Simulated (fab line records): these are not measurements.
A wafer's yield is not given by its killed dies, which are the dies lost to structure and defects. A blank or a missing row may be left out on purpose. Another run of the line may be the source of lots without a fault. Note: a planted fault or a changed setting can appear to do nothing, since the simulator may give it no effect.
Struck lot and sound lot, side by side | flow berkeley cmos170 | 44 out of 331 route steps
Sound: the wafers L291.2, L291.4, L291.5. The struck wafers were L296.3, L296.4, L296.6. At the end, the cause is stated.
For every step that has rows: the tool of each side, followed by ch and its chambers, followed by its first start. Under that, the readings that differ: sound wafers | struck wafers | difference of the means | sigmas: that difference in standard deviations of wafers without a fault.
alike: readings whose means differ by less than 2 such deviations, and words and numbers that are the same on both sides. not compared: withheld readings, readings that some wafer has no value for, bounds like >300 that may hide the same value, and numbers for which the record gives no deviation and whose values overlap.
A row with sigmas, a row that says differs or no value, or rows on one side alone: a step with any of these is where the two part. When numbers do not overlap yet have no deviation, they are printed without sigmas and do not part them. A reading missing from all wafers of one side parts the sides only when that side holds two or more wafers.

first, 3 steps without rows for these wafers: UCB170_NLDD_EXPOSE_03 (exposes mask NSELECT, target cd 1200 nm); UCB170_NLDD_PEB_04; UCB170_NLDD_DEVELOP_05 (develop time 45 s).
UCB170_NLDD_CD_MEAS_06 targets a cd of 1200 nm.
  sound on cd sem-01, day 6 16:39; struck on cd sem-01, day 7 09:22
  alike: cd nm
UCB170_NLDD_OVL_MEAS_07:
  sound on overlay-02, day 6 16:46; struck on overlay-02, day 7 09:28
  alike: NLDD_OVL
then, 3 steps without rows for these wafers: UCB170_NLDD_IMPLANT_08; UCB170_NLDD_IMPLANT_09; UCB170_NLDD_STRIP_10 (strips in O2).
UCB170_NLDD_TW_MEAS_11:
  sound on film metro-04, day 6 17:12; struck on film metro-04, day 7 09:55
  alike: NLDD_TW
then, 1 step without rows for these wafers: UCB170_NLDD_CLEAN_12 (cleans in SPM, time 600 s).
UCB170_SPACER_CVD_00: deposits SiO2 from TEOS/O2, target thk 376 nm, time 47 s.
  sound on pecvd-01 ch 0,1,2, day 6 17:25; struck on pecvd-01 ch 0,1, day 7 10:42
  alike: heater power w, pressure mtorr, susceptor temp C
  not compared: since wet clean h
UCB170_SPACER_THK_MEAS_01:
  sound on film metro-01, day 6 17:29; struck on film metro-03, day 7 10:46
  alike: SPACER_TEOS_THK
UCB170_SPACER_ANNEAL_02: time 1800 s.
  sound on furnace-04 ch 0, day 6 21:00; struck on furnace-04 ch 0, day 7 12:25
  alike: spike tc source C, tube center temp C
UCB170_SPACER_ETCHBACK_03: etches SiO2 in CHF3/CF4/Ar, stops on Si, target depth 376 nm, time 100 s.
  sound on rie diel-04 ch 0,2,3, day 6 22:30; struck on rie diel-02 ch 0,1,3, day 7 13:55
  alike: drypump motor current A, oes product au, throttle valve pct
  not compared: rf hours counter h
then, 6 steps without rows for these wafers: UCB170_PSD_HMDS_00 (prime time 60 s); UCB170_PSD_COAT_01 (resist thk 900 nm); UCB170_PSD_SOFTBAKE_02 (time 60 s); UCB170_PSD_EXPOSE_03 (exposes mask PSELECT MOD, target cd 1200 nm); UCB170_PSD_PEB_04; UCB170_PSD_DEVELOP_05 (develop time 45 s).
UCB170_PSD_CD_MEAS_06 targets a cd of 1200 nm.
  sound on cd sem-02, day 6 23:37; struck on cd sem-02, day 7 15:43
  alike: cd nm
UCB170_PSD_OVL_MEAS_07:
  sound on overlay-02, day 6 23:44; struck on overlay-01, day 7 15:48
  alike: PSD_OVL
next, for these wafers, 1 step has no rows: UCB170_PSD_IMPLANT_08.
UCB170_PSD_STRIP_09: strips in O2.
  sound on plasma asher-04 ch 1, day 6 23:55; struck on plasma asher-04 ch 0,1, day 7 16:01
  alike: drypump motor current A, oes product au, strip time to endpoint s
  not compared: rf hours counter h
UCB170_PSD_TW_MEAS_10:
  sound on film metro-02, day 7 00:01; struck on film metro-03, day 7 16:08
  alike: PSD_TW
then, 7 steps without rows for these wafers: UCB170_PSD_CLEAN_11 (cleans in SPM, time 600 s); UCB170_NSD_HMDS_00 (prime time 60 s); UCB170_NSD_COAT_01 (resist thk 900 nm); UCB170_NSD_SOFTBAKE_02 (time 60 s); UCB170_NSD_EXPOSE_03 (exposes mask NSELECT MOD, target cd 1200 nm); UCB170_NSD_PEB_04; UCB170_NSD_DEVELOP_05 (develop time 45 s).
UCB170_NSD_CD_MEAS_06 targets a cd of 1200 nm.
  sound on cd sem-02, day 7 01:43; struck on cd sem-01, day 7 17:34
  alike: cd nm
UCB170_NSD_OVL_MEAS_07:
  sound on overlay-02, day 7 01:50; struck on overlay-01, day 7 17:40
  alike: NSD_OVL
next, for these wafers, 1 step has no rows: UCB170_NSD_IMPLANT_08.
UCB170_NSD_STRIP_09: strips in O2.
  sound on plasma asher-01 ch 0,1, day 7 02:01; struck on plasma asher-04 ch 0,1, day 7 17:52
  alike: drypump motor current A, oes product au, strip time to endpoint s
  not compared: rf hours counter h
UCB170_NSD_TW_MEAS_10:
  sound on film metro-03, day 7 02:07; struck on film metro-03, day 7 17:57
  alike: NSD_TW
then, 4 steps without rows for these wafers: UCB170_NSD_CLEAN_11 (cleans in SPM, time 600 s); UCB170_BACKSIDE_HMDS_00 (prime time 60 s); UCB170_BACKSIDE_COAT_01 (resist thk 900 nm); UCB170_BACKSIDE_SOFTBAKE_02 (time 60 s).
UCB170_BACKSIDE_STRIP_03: strips in O2.
  sound on plasma asher-02 ch 0, day 7 02:51; struck on plasma asher-01 ch 0,1, day 7 19:28
  alike: drypump motor current A, oes product au, strip time to endpoint s
  not compared: rf hours counter h
UCB170_SDANNEAL_RS_MEAS_04: measurement is done with a four-point probe.
  sound on film metro-04, day 7 03:31; struck on film metro-02, day 7 20:32
  reading          | sound                | struck               | difference | sigmas
  PLDD_RS (ohm/sq) | 1034.3 1038.5 1036.2 | 1043.7 1041.3 1041.5 | +5.8       | +2
next, for these wafers, 1 step has no rows: UCB170_M3_PROBE_99.

WHERE THEY PART
Within this record, at UCB170_SDANNEAL_RS_MEAS_04 only.

WHY: what had been put in by the simulator
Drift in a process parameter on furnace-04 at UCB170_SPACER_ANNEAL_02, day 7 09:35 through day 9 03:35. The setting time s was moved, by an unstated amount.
